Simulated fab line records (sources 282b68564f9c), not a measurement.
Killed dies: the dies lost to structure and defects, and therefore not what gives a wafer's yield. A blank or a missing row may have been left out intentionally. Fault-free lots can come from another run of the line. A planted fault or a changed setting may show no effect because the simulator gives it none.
Which tool did it? | flow rit_cmos | Sampling: 15 lots, 45 wafers, 6 of 202 route steps

== WHAT THE GAUGES SHOWED, per wafer ==
RIT_ACTIVE_CD_MEAS_11: target cd 1400 nm. Usual: cd_nm at 1399.9 nm, with a standard deviation of 2.1.
lot  | measured    | on        | cd_nm (nm)           | flag
L993 | day 1 14:28 | cd_sem-02 | 1399.4 1399.9 1399.9 |
L994 | day 1 19:37 | cd_sem-02 | 1399.9 1400.9 1398.8 |
L995 | day 2 00:28 | cd_sem-02 | 1394.1 1393.9 1393.8 |
L996 | day 2 05:35 | cd_sem-02 | 1401.9 1400.0 1400.6 |
L997 | day 2 10:34 | cd_sem-02 | 1399.3 1401.6 1400.1 |
L100 | day 3 01:29 | cd_sem-02 | 1399.4 1400.1 1399.7 |
L101 | day 3 06:28 | cd_sem-02 | 1399.7 1400.1 1400.7 |
L106 | day 4 08:23 | cd_sem-02 | 1399.5 1400.6 1401.7 |
L107 | day 4 13:16 | cd_sem-02 | 1396.0 1397.1 1394.3 |
L108 | day 4 18:10 | cd_sem-02 | 1400.9 1399.7 1403.3 |
L109 | day 4 23:01 | cd_sem-02 | 1401.8 1403.2 1401.5 |
L111 | day 5 08:26 | cd_sem-02 | 1400.5 1396.8 1398.5 |
L113 | day 5 18:40 | cd_sem-02 | 1399.7 1399.0 1401.6 |
L114 | day 5 23:49 | cd_sem-02 | 1399.4 1397.8 1401.2 |
L115 | day 6 04:41 | cd_sem-01 | 1401.1 1402.6 1401.2 |

RIT_NSD_TW_MEAS_10. Usual: NSD_TW gives 3123 (standard deviation 13).
lot  | measured    | on            | NSD_TW         | flag
L993 | day 3 02:23 | film_metro-03 | 3126 3120 3119 |
L994 | day 3 09:07 | film_metro-03 | 3115 3127 3114 |
L995 | day 3 15:11 | film_metro-03 | 3542 3552 3519 | OFF
L996 | day 3 14:59 | film_metro-04 | 3147 3123 3127 |
L997 | day 4 04:16 | film_metro-03 | 3127 3119 3139 |
L100 | day 4 11:11 | film_metro-04 | 3546 3545 3546 | OFF
L101 | day 4 17:49 | film_metro-03 | 3535 3529 3515 | OFF
L106 | day 5 16:45 | film_metro-04 | 3128 3114 3117 |
L107 | day 5 22:52 | film_metro-04 | 3127 3129 3131 |
L108 | day 6 05:39 | film_metro-03 | 3096 3121 3120 |
L109 | day 6 08:56 | film_metro-02 | 3108 3102 3089 |
L111 | day 6 17:12 | film_metro-03 | 3093 3106 3116 |
L113 | day 7 04:58 | film_metro-02 | 3114 3105 3100 |
L114 | day 7 10:14 | film_metro-03 | 3134 3138 3136 |
L115 | day 7 15:50 | film_metro-04 | 3130 3147 3135 |

RIT_SDANNEAL_RS_MEAS_05: measures by four-point-probe. Usual: NSD_RS gives 84.45 ohm/sq (standard deviation 0.27).
lot  | measured    | on            | NSD_RS (ohm/sq)   | flag
L993 | day 3 04:55 | film_metro-02 | 84.59 84.88 84.90 |
L994 | day 3 11:13 | film_metro-02 | 84.07 84.60 84.39 |
L995 | day 3 18:01 | film_metro-03 | 52.39 52.48 52.40 | OFF
L996 | day 3 17:35 | film_metro-04 | 84.48 84.33 84.32 |
L997 | day 4 06:26 | film_metro-04 | 84.53 84.68 84.57 |
L100 | day 4 13:43 | film_metro-02 | 52.29 52.25 52.26 | OFF
L101 | day 4 19:59 | film_metro-02 | 52.30 52.24 52.16 | OFF
L106 | day 5 18:55 | film_metro-02 | 84.67 84.68 84.57 |
L107 | day 6 01:04 | film_metro-03 | 84.34 84.77 84.63 |
L108 | day 6 07:46 | film_metro-04 | 84.41 84.24 84.41 |
L109 | day 6 11:23 | film_metro-02 | 84.49 84.46 84.56 |
L111 | day 6 19:14 | film_metro-03 | 84.99 84.88 84.89 |
L113 | day 7 07:19 | film_metro-02 | 84.17 84.31 84.45 |
L114 | day 7 12:16 | film_metro-03 | 84.53 84.42 84.26 |
L115 | day 7 17:54 | film_metro-04 | 84.12 84.07 83.97 |

RIT_M1_THK_MEAS_02: measures by xrf. Usual: M1_AL_THK gives 413 nm (standard deviation 6.5).
lot  | measured    | on            | M1_AL_THK (nm) | flag
L993 | day 3 08:26 | film_metro-02 | 407 410 404    |
L994 | day 3 14:42 | film_metro-04 | 411 407 409    |
L995 | day 3 22:10 | film_metro-03 | 422 425 425    |
L996 | day 3 21:16 | film_metro-04 | 400 399 403    |
L997 | day 4 10:22 | film_metro-02 | 416 416 413    |
L100 | day 4 17:40 | film_metro-03 | 418 415 418    |
L101 | day 4 23:58 | film_metro-03 | 405 412 411    |
L106 | day 5 22:41 | film_metro-03 | 413 414 411    |
L107 | day 6 04:40 | film_metro-04 | 409 407 404    |
L108 | day 6 11:19 | film_metro-04 | 413 414 414    |
L109 | day 6 15:13 | film_metro-04 | 416 417 415    |
L111 | day 6 22:44 | film_metro-02 | 420 419 419    |
L113 | day 7 10:56 | film_metro-02 | 411 413 416    |
L114 | day 7 15:55 | film_metro-02 | 413 415 412    |
L115 | day 7 21:26 | film_metro-03 | 414 410 413    |

RIT_M1_OVL_MEAS_10. Usual: M1_OVL gives 0.9 nm (standard deviation 1.4).
lot  | measured    | on         | M1_OVL (nm)    | flag
L993 | day 3 09:29 | overlay-02 | 0.2 0.8 2.0    |
L994 | day 3 15:44 | overlay-01 | 1.4 1.1 0.1    |
L995 | day 3 23:31 | overlay-01 | -0.4 -1.1 -0.7 |
L996 | day 3 22:29 | overlay-01 | 1.1 -2.4 0.9   |
L997 | day 4 11:37 | overlay-01 | 0.6 1.5 0.7    |
L100 | day 4 19:03 | overlay-01 | 4.2 0.0 0.9    |
L101 | day 5 01:06 | overlay-01 | 2.3 1.5 1.5    |
L106 | day 5 23:49 | overlay-01 | 1.0 0.3 0.3    |
L107 | day 6 05:51 | overlay-02 | 0.6 0.2 0.1    |
L108 | day 6 12:35 | overlay-02 | 0.1 -1.7 -1.8  |
L109 | day 6 16:16 | overlay-01 | -0.7 -1.9 -1.5 |
L111 | day 6 23:56 | overlay-02 | 1.3 0.8 1.6    |
L113 | day 7 11:59 | overlay-01 | 1.4 -0.5 1.1   |
L114 | day 7 16:59 | overlay-02 | 0.2 -0.5 1.2   |
L115 | day 7 22:32 | overlay-01 | 0.5 -1.5 0.5   |

== WHAT TOOL EACH LOT RAN ON (gives the tool, then ch and the chambers of the sampled wafers, and finally the start) ==
lot  | RIT_NSD_IMPLANT_08
L993 | implanter-01 ch 0, day 3 02:05
L994 | implanter-01 ch 0, day 3 08:50
L995 | implanter-03 ch 0, day 3 14:34
L996 | implanter-02 ch 0, day 3 14:39
L997 | implanter-02 ch 0, day 4 03:57
L100 | implanter-01 ch 0, day 4 10:32
L101 | implanter-01 ch 0, day 4 17:11
L106 | implanter-01 ch 0, day 5 16:26
L107 | implanter-03 ch 0, day 5 22:32
L108 | implanter-03 ch 0, day 6 05:20
L109 | implanter-03 ch 0, day 6 08:38
L111 | implanter-02 ch 0, day 6 16:53
L113 | implanter-03 ch 0, day 7 04:40
L114 | implanter-03 ch 0, day 7 09:55
L115 | implanter-03 ch 0, day 7 15:32
- RIT_NSD_IMPLANT_08

== AS READ BY THE TOOLS THEMSELVES (means over the sampled wafers that have a number; for cases with no such wafer, the mark the record gives instead) ==
RIT_NSD_IMPLANT_08. Usual: end_station_pressure_torr 7.6e-06 Torr, standard deviation 4.2e-07; faraday_current_uA 3131, standard deviation 54; tilt_deg 7.003 degrees, standard deviation 0.019.
lot  | tool         | end_station_pressure_torr (Torr) | faraday_current_uA | tilt_deg (degrees) | flag
L993 | implanter-01 | 8.2e-06                          | 3139               | 6.984              |
L994 | implanter-01 | 7.4e-06                          | 3117               | 7.043              |
L995 | implanter-03 | 7.7e-06                          | 3118               | 7.013              |
L996 | implanter-02 | 8.1e-06                          | 3133               | 7.004              |
L997 | implanter-02 | 7.4e-06                          | 3109               | 7.017              |
L100 | implanter-01 | 7.3e-06                          | 3132               | 7.000              |
L101 | implanter-01 | 7.3e-06                          | 3088               | 6.984              |
L106 | implanter-01 | 7.8e-06                          | 3078               | 6.989              |
L107 | implanter-03 | 7.2e-06                          | 3195               | 6.999              |
L108 | implanter-03 | 7.7e-06                          | 3097               | 7.008              |
L109 | implanter-03 | 7.7e-06                          | 3148               | 7.012              |
L111 | implanter-02 | 7.6e-06                          | 3182               | 6.995              |
L113 | implanter-03 | 7.5e-06                          | 3101               | 6.984              |
L114 | implanter-03 | 7.7e-06                          | 3132               | 7.001              |
L115 | implanter-03 | 7.8e-06                          | 3167               | 7.004              |

== THE ANSWER, worked out from the rows above alone ==
Rule: take the mean of a lot's wafers that have a number; if it is more than 3 standard deviations from the usual mean, the lot is off. A lot without any number at a reading at which 4 lots or more have one is off too. The other lots that the step has rows for count as sound. After the gauges, taken in route order, come the tools' own readings; for these a lot's mean is taken, as printed above. At the first step where some lot is off, the reading lying furthest off is the one used; lots without a number count as furthest.
Off: L995, L100, L101, seen at RIT_NSD_TW_MEAS_10 (NSD_TW).
If a tool, at a process step before that reading, ran all the lots that are off and no sound lot after the first of them, it fits. Gauges at RIT_NSD_TW_MEAS_10: tried the same way as those tools. None of those tried fits.

== WHAT HAD BEEN PUT IN BY THE SIMULATOR ==
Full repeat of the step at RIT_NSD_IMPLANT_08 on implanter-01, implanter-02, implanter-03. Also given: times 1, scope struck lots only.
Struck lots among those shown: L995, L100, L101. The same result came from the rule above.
